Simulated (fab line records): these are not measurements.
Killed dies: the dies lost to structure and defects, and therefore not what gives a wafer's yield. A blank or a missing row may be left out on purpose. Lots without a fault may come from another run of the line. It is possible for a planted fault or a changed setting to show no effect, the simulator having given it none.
A sampling plan put to the test | flow berkeley_cmos170 | one line in one fab, 26 faults in these records, each fault weighed on the records of the lots it struck
The plan consists of the line's own looks: route steps at which the wafer is read by a gauge or an inspection but not changed. A look is open to judgement when struck wafers have a number at it and the file gives its usual mean and standard deviation on fault-free wafers. Caught: the struck wafers' mean, at a look after the fault's first step, is 4 or more of those standard deviations (sigma) away from the usual mean. On the tool: here the same test is run on the tool's own readings at the fault's steps. A different recipe on the struck wafers counts as caught too, as does a record blank only for those wafers.

== THE FAULTS, as the simulator had put them in ==
1. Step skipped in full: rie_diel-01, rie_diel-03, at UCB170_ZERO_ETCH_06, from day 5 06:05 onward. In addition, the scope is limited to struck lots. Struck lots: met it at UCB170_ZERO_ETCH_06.
2. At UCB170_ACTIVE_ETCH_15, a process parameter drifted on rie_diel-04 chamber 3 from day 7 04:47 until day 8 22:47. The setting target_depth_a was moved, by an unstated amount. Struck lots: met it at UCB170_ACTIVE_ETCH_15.
3. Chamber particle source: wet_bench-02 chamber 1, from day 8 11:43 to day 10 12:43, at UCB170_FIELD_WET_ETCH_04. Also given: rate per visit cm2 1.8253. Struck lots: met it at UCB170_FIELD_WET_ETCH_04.
4. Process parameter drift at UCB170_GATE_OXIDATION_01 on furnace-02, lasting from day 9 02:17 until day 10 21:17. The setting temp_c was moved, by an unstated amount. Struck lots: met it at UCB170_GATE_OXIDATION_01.
5. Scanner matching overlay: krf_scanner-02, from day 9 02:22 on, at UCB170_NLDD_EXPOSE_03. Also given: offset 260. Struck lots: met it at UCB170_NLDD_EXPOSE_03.
6. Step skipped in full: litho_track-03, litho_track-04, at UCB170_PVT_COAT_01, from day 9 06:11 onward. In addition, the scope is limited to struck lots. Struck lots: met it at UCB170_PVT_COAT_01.
7. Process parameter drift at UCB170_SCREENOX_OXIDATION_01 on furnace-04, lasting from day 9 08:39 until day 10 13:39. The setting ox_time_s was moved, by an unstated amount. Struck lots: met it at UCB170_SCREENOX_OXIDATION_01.
8. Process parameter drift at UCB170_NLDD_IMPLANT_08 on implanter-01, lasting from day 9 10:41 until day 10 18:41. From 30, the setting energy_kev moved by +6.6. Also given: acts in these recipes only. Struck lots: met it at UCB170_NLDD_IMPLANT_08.
9. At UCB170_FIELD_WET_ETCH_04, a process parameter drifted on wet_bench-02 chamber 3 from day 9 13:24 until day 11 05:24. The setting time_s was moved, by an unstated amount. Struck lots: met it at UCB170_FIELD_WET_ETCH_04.
10. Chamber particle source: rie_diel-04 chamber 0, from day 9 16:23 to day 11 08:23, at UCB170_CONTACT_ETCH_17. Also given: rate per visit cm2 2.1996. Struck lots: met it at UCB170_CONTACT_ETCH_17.
11. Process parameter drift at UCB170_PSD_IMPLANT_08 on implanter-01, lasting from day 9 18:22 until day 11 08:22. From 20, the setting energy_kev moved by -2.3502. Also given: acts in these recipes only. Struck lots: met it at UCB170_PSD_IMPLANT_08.
12. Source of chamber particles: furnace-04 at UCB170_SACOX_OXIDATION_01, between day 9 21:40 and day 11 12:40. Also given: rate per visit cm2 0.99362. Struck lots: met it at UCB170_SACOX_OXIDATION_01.
13. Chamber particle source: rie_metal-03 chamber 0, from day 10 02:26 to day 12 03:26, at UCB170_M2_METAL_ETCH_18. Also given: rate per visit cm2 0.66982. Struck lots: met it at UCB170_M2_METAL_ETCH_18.
14. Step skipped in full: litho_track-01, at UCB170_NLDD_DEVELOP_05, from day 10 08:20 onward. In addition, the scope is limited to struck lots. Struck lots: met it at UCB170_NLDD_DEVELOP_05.
15. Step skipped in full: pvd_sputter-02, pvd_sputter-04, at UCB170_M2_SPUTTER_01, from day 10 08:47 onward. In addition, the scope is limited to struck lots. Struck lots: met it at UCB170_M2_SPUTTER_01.
16. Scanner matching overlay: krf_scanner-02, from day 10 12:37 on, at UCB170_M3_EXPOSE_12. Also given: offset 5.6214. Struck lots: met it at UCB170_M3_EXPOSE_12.
17. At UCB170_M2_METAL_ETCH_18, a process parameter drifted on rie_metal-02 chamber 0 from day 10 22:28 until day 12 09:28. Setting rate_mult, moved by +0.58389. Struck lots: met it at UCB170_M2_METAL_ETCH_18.
18. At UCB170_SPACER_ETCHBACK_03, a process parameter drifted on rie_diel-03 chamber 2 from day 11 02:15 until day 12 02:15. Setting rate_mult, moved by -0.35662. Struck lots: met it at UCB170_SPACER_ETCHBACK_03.
19. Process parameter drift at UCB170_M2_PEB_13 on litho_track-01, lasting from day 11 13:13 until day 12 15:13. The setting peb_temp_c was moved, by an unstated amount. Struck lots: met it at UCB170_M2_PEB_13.
20. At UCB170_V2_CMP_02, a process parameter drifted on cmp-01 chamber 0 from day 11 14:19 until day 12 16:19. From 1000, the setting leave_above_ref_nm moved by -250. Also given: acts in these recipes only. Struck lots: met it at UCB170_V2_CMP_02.
21. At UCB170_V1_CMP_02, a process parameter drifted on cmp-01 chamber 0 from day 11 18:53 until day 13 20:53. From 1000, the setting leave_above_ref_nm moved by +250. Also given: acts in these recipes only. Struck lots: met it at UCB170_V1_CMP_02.
22. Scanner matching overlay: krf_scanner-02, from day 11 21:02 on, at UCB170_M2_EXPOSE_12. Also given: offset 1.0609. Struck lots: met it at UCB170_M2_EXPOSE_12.
23. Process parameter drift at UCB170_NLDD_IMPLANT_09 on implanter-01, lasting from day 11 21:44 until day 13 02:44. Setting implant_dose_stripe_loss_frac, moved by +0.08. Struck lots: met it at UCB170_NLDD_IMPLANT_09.
24. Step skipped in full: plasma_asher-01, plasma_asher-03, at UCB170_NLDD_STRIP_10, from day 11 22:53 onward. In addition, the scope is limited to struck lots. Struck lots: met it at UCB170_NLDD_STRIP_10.
25. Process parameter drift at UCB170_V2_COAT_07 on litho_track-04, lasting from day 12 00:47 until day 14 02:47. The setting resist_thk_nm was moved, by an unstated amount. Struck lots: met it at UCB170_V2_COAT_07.
26. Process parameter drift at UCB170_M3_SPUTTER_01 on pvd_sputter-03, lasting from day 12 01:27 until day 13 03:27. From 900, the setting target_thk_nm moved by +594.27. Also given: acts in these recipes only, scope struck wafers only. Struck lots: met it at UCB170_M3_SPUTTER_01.

== WHAT THE PLAN SAW ==
fault | on the tool itself                               | first look that catches it                      | reading, sigma                                                      | median hours from its first step to that look | hours from the fault's start to the first struck lot there | judged looks passed uncaught
1     | the tool's record is blank for the struck wafers | no look after it can be judged                  | -                                                                   | -                                             | -                                                          | 0
2     | oes_product_au -4.2 sigma                        | none of the 2 looks that can be judged after it | -                                                                   | -                                             | -                                                          | 2
3     | under 2 sigma                                    | not the one look that can be judged after it    | -                                                                   | -                                             | -                                                          | 1
4     | tube_center_temp_C -63 sigma                     | none of the 4 looks that can be judged after it | strongest: GATE_OXIDE_THK at UCB170_GATE_THK_MEAS_02, -2.7          | -                                             | -                                                          | 4
5     | under 2 sigma                                    | UCB170_NLDD_OVL_MEAS_07                         | NLDD_OVL +34                                                        | 1.0                                           | 3                                                          | 0
6     | the tool's record is blank for the struck wafers | none of the 2 looks that can be judged after it | -                                                                   | -                                             | -                                                          | 2
7     | under 2 sigma                                    | UCB170_SCREENOX_THK_MEAS_02                     | SCREENOX_OXIDE_THK +22                                              | 1.7                                           | 13                                                         | 0
8     | beam_energy_keV +99 or beyond sigma              | UCB170_NLDD_TW_MEAS_11                          | NLDD_TW +5.0                                                        | 0.4                                           | 5                                                          | 0
9     | run_length_s -11 sigma                           | none of the 3 looks that can be judged after it | strongest: FIELD_OXIDE_LEFT_2_THK at UCB170_FIELD_THK_MEAS_91, +2.8 | -                                             | -                                                          | 3
10    | under 2 sigma                                    | not the one look that can be judged after it    | -                                                                   | -                                             | -                                                          | 1
11    | beam_energy_keV -99 or beyond sigma              | UCB170_PSD_TW_MEAS_10                           | PSD_TW -4.3                                                         | 0.2                                           | 5                                                          | 0
12    | under 2 sigma                                    | not the one look that can be judged after it    | -                                                                   | -                                             | -                                                          | 1
13    | under 2 sigma                                    | none of the 2 looks that can be judged after it | -                                                                   | -                                             | -                                                          | 2
14    | no reading that can be judged                    | no look after it can be judged                  | -                                                                   | -                                             | -                                                          | 0
15    | the tool's record is blank for the struck wafers | no look after it can be judged                  | -                                                                   | -                                             | -                                                          | 0
16    | no reading that can be judged                    | no look after it can be judged                  | -                                                                   | -                                             | -                                                          | 0
17    | under 2 sigma                                    | UCB170_M2_CD_MEAS_90                            | cd_nm -6.6                                                          | 0.3                                           | 9                                                          | 0
18    | oes_product_au -9.4 sigma                        | no look after it can be judged                  | -                                                                   | -                                             | -                                                          | 0
19    | heater_power_total_W -73 sigma                   | UCB170_M2_CD_MEAS_15                            | cd_nm +37                                                           | 0.3                                           | 7                                                          | 0
20    | under 2 sigma                                    | UCB170_V2_THK_MEAS_04                           | V2_POLISHED_THK -99 or beyond                                       | 0.4                                           | 7                                                          | 0
21    | under 2 sigma                                    | UCB170_V1_THK_MEAS_04                           | V1_POLISHED_THK +99 or beyond                                       | 0.4                                           | 9                                                          | 0
22    | exposure_dose_mJ_cm2 +46 sigma                   | UCB170_M2_CD_MEAS_15                            | cd_nm -6.9                                                          | 0.4                                           | 2                                                          | 0
23    | under 2 sigma                                    | UCB170_SDANNEAL_RS_MEAS_05                      | NLDD_RS +6.8                                                        | 13.7                                          | 14                                                         | 0
24    | the tool's record is blank for the struck wafers | UCB170_PSD_TW_MEAS_10                           | PSD_TW -99 or beyond                                                | 7.0                                           | 6                                                          | 0
25    | under 2 sigma                                    | not the one look that can be judged after it    | strongest: cd_nm at UCB170_V2_CD_MEAS_12, +3.2                      | -                                             | -                                                          | 1
26    | under 2 sigma                                    | UCB170_M3_RS_MEAS_02                            | M3_AL_RS -32                                                        | 0.1                                           | 1                                                          | 0
Dash: fault not caught, or number not given in these records.

Caught at a look: 12 of 26. Caught on the tool: 12 of 26. By one or the other: 19 of 26.
Faults 1, 2, 4, 6, 9, 15, 18 were caught on the tool alone.
Caught at a look alone: faults 5, 7, 17, 20, 21, 23, 26.
Caught by neither: faults 3, 10, 12, 13, 14, 16, 25.

== THINNER SAMPLING ==
If the look that catches a fault measured only every second or every third lot, by lot number, the first struck lot would be measured this late in the worst case:
fault | struck lots at that look, in order of time | every lot | every second lot | every third lot
5     | L626, L630, L628, L629                     | 3 h       | 24 h             | 24 h
7     | L977, L975, L976                           | 13 h      | 13 h             | 13 h
8     | L257, L262                                 | 5 h       | 28 h             | may miss all 2
11    | L240, L241                                 | 5 h       | 17 h             | may miss all 2
17    | L250, L254                                 | 9 h       | may miss all 2   | may miss all 2
19    | L859, L861                                 | 7 h       | may miss all 2   | may miss all 2
20    | L758, L759                                 | 7 h       | 10 h             | may miss all 2
21    | L892                                       | 9 h       | may miss it      | may miss it
22    | L186, L188                                 | 2 h       | may miss all 2   | may miss all 2
23    | L239, L237, L240                           | 14 h      | 16 h             | may miss all 3
24    | L805, L806                                 | 6 h       | 11 h             | may miss all 2
26    | L759, L762                                 | 1 h       | 17 h             | may miss all 2
Hours: fault start to first struck lot measured. The limit of 4 sigma was tested on all struck wafers together, so one lot alone may lie under it. Other struck lots may not be in these records.

== THE LONGEST TIMED WAY FROM STEP TO LOOK ==
In fault 23, a median of 13.7 hours elapses between UCB170_NLDD_IMPLANT_09 and UCB170_SDANNEAL_RS_MEAS_05. No look between them can be judged.
